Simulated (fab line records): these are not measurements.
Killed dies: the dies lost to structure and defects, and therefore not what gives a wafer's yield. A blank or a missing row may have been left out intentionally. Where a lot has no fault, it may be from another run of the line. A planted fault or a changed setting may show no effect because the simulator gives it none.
A lot that was struck, set against a sound lot / flow berkeleyCmos170 / 23 steps out of a route of 331
Sound: wafers L906.1, L906.3, L906.4. The struck wafers were L911.2, L911.3, L911.6. At the end, the cause is stated.
At each step with rows: each side's tool, then ch and its chambers, then its first start. Under that, the readings that differ: sound wafers / struck wafers / difference of the means / sigmas: that difference in standard deviations of wafers without a fault.
alike: readings with means less than 2 such deviations apart, plus words and numbers identical on both sides. not compared: withheld readings, readings lacking a value on some wafer, bounds such as >300 that could conceal the same value, and numbers that have no deviation in the record and whose values overlap.
The two part at a step that has a row with sigmas, a row that says differs or no value, or rows on one side only. When numbers do not overlap yet have no deviation, they are printed without sigmas and do not part them. A reading missing from all wafers of one side parts the sides only when that side holds two or more wafers.

UCB170_NWELL_ETCH_13: etches Si3N4 in CH3F/Ar/O2, stops on SiO2, target depth 246.4 nm, time 154 s.
  sound on rieDiel-03 ch 1,2,3, day 4 17:46; struck on rieDiel-03 ch 1,3, day 5 13:50
  alike: drypumpMotorCurrentA, oesProductAu, throttleValvePct
  not compared: rfHoursCounterH
after that, 1 step had no rows for these wafers: UCB170_NWELL_IMPLANT_14.
UCB170_NWELL_STRIP_15: strips in O2.
  sound on plasmaAsher-02 ch 0,1, day 4 18:01; struck on plasmaAsher-01 ch 0,1, day 5 14:05
  alike: drypumpMotorCurrentA, oesProductAu, stripTimeToEndpointS
  not compared: rfHoursCounterH
UCB170_NWELL_TW_MEAS_16:
  struck on filmMetro-01, day 5 14:12; sound on filmMetro-02, day 4 18:07
reading=NWELL_TW; sound=1235 1242 1245; struck=1265 1265 1265; difference=+24; sigmas=+2
then, 6 steps without rows for these wafers: UCB170_NWELL_CLEAN_17 (cleans in SPM, time 600 s); UCB170_NWELL_WET_ETCH_18 (etches Si3N4 in H3PO4, time 14400 s); UCB170_NWELL_WET_ETCH_19 (etches SiO2 in BOE, time 22 s); UCB170_PWELL_CLEAN_00 (cleans in SPM, time 600 s); UCB170_PWELL_CLEAN_01 (cleans in dHF, time 60 s); UCB170_PWELL_OXIDATION_02 (target thk 26.4 nm, ox time 1260 s).
UCB170_PWELL_THK_MEAS_03:
  struck on filmMetro-04, day 6 01:16; sound on filmMetro-03, day 5 07:31
  alike: PWELL_OXIDE_THK
then, 1 step without rows for these wafers: UCB170_PWELL_ANNEAL_04 (time 900 s).
UCB170_PWELL_CVD_05: deposits Si3N4 from SiH2Cl2/NH3, target thk 220 nm, time 3300 s.
  sound on lpcvd-01 ch 0, day 5 10:13; struck on lpcvd-01 ch 1, day 6 06:42
reading=pressureMtorr (mTorr); sound=200.3 200.3 200.5; struck=159.5 159.7 159.7; difference=-40.7; sigmas=-99 or more
reading=zonePowerCentrePct (%); sound=33.7 33.3 33.1; struck=38.7 38.9 38.2; difference=+5.2; sigmas=+3
reading=model.Si3N4_of_PWELL_CVD_05.thkNm (nm); sound=222 220 222.8; struck=210 209.9 209.9; difference=-12; sigmas=
  alike: spikeTcLoadC
UCB170_PWELL_THK_MEAS_06:
  struck on filmMetro-01, day 6 08:56; sound on filmMetro-01, day 5 12:08
reading=PWELL_NITRIDE_THK (nm); sound=222.0 219.9 222.8; struck=210.0 209.7 209.9; difference=-11.7; sigmas=-5
  not compared: hold
then, 5 steps without rows for these wafers: UCB170_PWELL_COAT_08 (resist thk 900 nm); UCB170_PWELL_SOFTBAKE_09 (time 60 s); UCB170_PWELL_EXPOSE_10 (exposes mask PWELL, target cd 3000 nm); UCB170_PWELL_PEB_11; UCB170_PWELL_DEVELOP_12 (develop time 45 s).
UCB170_PWELL_OVL_MEAS_13:
  struck on overlay-01, day 6 13:11; sound on overlay-01, day 5 15:15
reading=PWELL_OVL (nm); sound=-4 -11 -9; struck=4 -1 11; difference=+13; sigmas=+2
UCB170_PWELL_ETCH_14: etches Si3N4 in CH3F/Ar/O2, stops on SiO2, target depth 242 nm, time 151 s.
  sound on rieDiel-04 ch 0,1,2, day 5 15:17; struck on rieDiel-01 ch 2,3, day 6 13:13
reading=oesProductAu (a.u.); sound=0.942 0.959 0.945; struck=0.912 0.906 0.911; difference=-0.039; sigmas=-3
reading=model.etch.depthNm (nm); sound=222 220 222.8; struck=210 209.9 209.9; difference=-12; sigmas=
  alike: drypumpMotorCurrentA, throttleValvePct
  not compared: rfHoursCounterH
after that, 1 step had no rows for these wafers: UCB170_PWELL_IMPLANT_15.
-- the record jumps here: 5 days lie between the struck wafers' starts before and after (it left off in module PWELL and takes up again in module M3, whose first step shown is number 331 of the route) --
UCB170_M3_PROBE_99:
  rows exist in the record for the struck wafers here (prober-01, day 11 22:22), but not for the sound ones

## WHERE THEY PART
First at UCB170_NWELL_TW_MEAS_16; last, within this record, at UCB170_M3_PROBE_99.

WHY: the cause the simulator had injected
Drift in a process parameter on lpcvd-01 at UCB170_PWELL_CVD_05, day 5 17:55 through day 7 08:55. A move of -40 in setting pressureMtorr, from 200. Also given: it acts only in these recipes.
